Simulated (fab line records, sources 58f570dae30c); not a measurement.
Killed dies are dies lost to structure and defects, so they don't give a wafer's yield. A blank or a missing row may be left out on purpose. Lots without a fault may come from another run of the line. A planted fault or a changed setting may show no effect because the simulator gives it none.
Which tool did it? | flow berkeley_cmos170 | 13 lots, 39 wafers sampled, at 2 steps of a route of 331

WHAT THE GAUGES READ, wafer by wafer
The record holds no reading of a measuring or inspecting step that can be judged against a usual standard deviation.

WHICH TOOL RAN EACH LOT (tool, then ch and the chambers of the sampled wafers, then the start)
lot  | UCB170_ACTIVE_ETCH_15             | UCB170_ACTIVE_STRIP_16
L560 | rie_diel-03 ch 0,1,3, day 4 18:37 | plasma_asher-02 ch 1, day 4 18:43
L563 | rie_diel-04 ch 0,1, day 5 06:02   | plasma_asher-01 ch 0,1, day 5 06:10
L561 | rie_diel-01 ch 0,2,3, day 5 06:17 | plasma_asher-02 ch 0,1, day 5 06:23
L562 | rie_diel-03 ch 2,3, day 5 06:24   | plasma_asher-04 ch 0,1, day 5 06:30
L564 | rie_diel-04 ch 0,3, day 5 16:09   | plasma_asher-01 ch 0,1, day 5 16:16
L566 | rie_diel-01 ch 1,2,3, day 6 04:30 | plasma_asher-01 ch 0,1, day 6 04:36
L568 | rie_diel-01 ch 1,2, day 6 08:35   | plasma_asher-01 ch 0,1, day 6 08:41
L569 | rie_diel-04 ch 0,3, day 6 20:58   | plasma_asher-01 ch 0, day 6 21:04
L571 | rie_diel-04 ch 0,2, day 7 01:09   | plasma_asher-02 ch 0,1, day 7 01:15
L570 | rie_diel-01 ch 0,2,3, day 7 10:10 | plasma_asher-02 ch 0,1, day 7 10:16
L572 | rie_diel-01 ch 0,1,2, day 7 11:26 | plasma_asher-02 ch 0,1, day 7 11:32
L581 | rie_diel-01 ch 0,1, day 8 21:21   | plasma_asher-04 ch 0,1, day 8 21:27
L583 | rie_diel-04 ch 0,2,3, day 9 16:14 | plasma_asher-01 ch 0,1, day 9 16:20
- UCB170_ACTIVE_ETCH_15: etches Si3N4 in CH3F/Ar/O2, stops on SiO2, target depth 242 nm, time 151 s.
- UCB170_ACTIVE_STRIP_16: strips in O2.

WHAT THE TOOLS THEMSELVES READ (means of the sampled wafers that have a number; where no wafer has one, the mark that the record gives instead)
UCB170_ACTIVE_ETCH_15. Usual: drypump_motor_current_A 5.8 A, standard deviation 0.52; oes_product_au 0.938 a.u., standard deviation 0.019; throttle_valve_pct 8.02 %, standard deviation 0.059.
lot  | tool        | drypump_motor_current_A (A) | oes_product_au (a.u.) | throttle_valve_pct (%) | flag
L560 | rie_diel-03 | 5.4                         | 0.932                 | 7.98                   |
L563 | rie_diel-04 | 6.1                         | 0.954                 | 8.04                   |
L561 | rie_diel-01 | 5.9                         | 0.931                 | 8.07                   |
L562 | rie_diel-03 | 5.4                         | 0.959                 | 7.99                   |
L564 | rie_diel-04 | 5.7                         | 0.949                 | 8.00                   |
L566 | rie_diel-01 | 5.7                         | 0.930                 | 8.04                   |
L568 | rie_diel-01 | 5.9                         | 0.938                 | 8.07                   |
L569 | rie_diel-04 | 5.7                         | 0.950                 | 8.00                   |
L571 | rie_diel-04 | 6.3                         | 0.949                 | 7.96                   |
L570 | rie_diel-01 | 6.0                         | 0.930                 | 8.07                   |
L572 | rie_diel-01 | 6.2                         | 0.917                 | 8.05                   |
L581 | rie_diel-01 | 6.2                         | 0.912                 | 7.99                   |
L583 | rie_diel-04 | 5.9                         | 0.946                 | 8.00                   |

UCB170_ACTIVE_STRIP_16. Usual: drypump_motor_current_A 5.9 A, standard deviation 0.51; oes_product_au 0.721 a.u., standard deviation 0.0045; strip_time_to_endpoint_s 18.06 s, standard deviation 0.073.
lot  | tool            | drypump_motor_current_A (A) | oes_product_au (a.u.) | strip_time_to_endpoint_s (s) | flag
L560 | plasma_asher-02 | 5.4                         | 0.721                 | 18.11                        |
L563 | plasma_asher-01 | 6.4                         | 0.722                 | 18.08                        |
L561 | plasma_asher-02 | 5.3                         | 0.721                 | 18.03                        |
L562 | plasma_asher-04 | 5.9                         | 0.718                 | 18.05                        |
L564 | plasma_asher-01 | 6.4                         | 0.724                 | 18.04                        |
L566 | plasma_asher-01 | 6.4                         | 0.720                 | 18.01                        |
L568 | plasma_asher-01 | 6.4                         | 0.719                 | 18.22                        |
L569 | plasma_asher-01 | 6.3                         | 0.719                 | 17.99                        |
L571 | plasma_asher-02 | 5.3                         | 0.725                 | 18.02                        |
L570 | plasma_asher-02 | 5.3                         | 0.721                 | 17.99                        |
L572 | plasma_asher-02 | 5.3                         | 0.719                 | 18.00                        |
L581 | plasma_asher-04 | 5.9                         | 0.722                 | 16.81                        | OFF
L583 | plasma_asher-01 | 6.4                         | 0.725                 | 18.08                        |

THE ANSWER, worked out from the rows above alone
Rule: a lot is off if the mean of its wafers that have a number lies more than 3 standard deviations from the usual mean. A lot without any number at a reading at which 4 lots or more have one is off too. The other lots that the step has rows for count as sound. The gauges are gone through in route order, then the tools' own readings, and for those a lot's mean is taken as printed above. The first step at which some lot is off is used, and at that step the reading that is off furthest; a lot without a number counts as furthest.
Off: L581, at UCB170_ACTIVE_STRIP_16 (strip_time_to_endpoint_s).
A tool fits if, at that step or a process step before it, it ran every lot that is off, and no sound lot after the first of them. Can't be told from this: 2 tools fit, rie_diel-01 at UCB170_ACTIVE_ETCH_15, plasma_asher-04 at UCB170_ACTIVE_STRIP_16.

WHAT THE SIMULATOR HAD PUT IN
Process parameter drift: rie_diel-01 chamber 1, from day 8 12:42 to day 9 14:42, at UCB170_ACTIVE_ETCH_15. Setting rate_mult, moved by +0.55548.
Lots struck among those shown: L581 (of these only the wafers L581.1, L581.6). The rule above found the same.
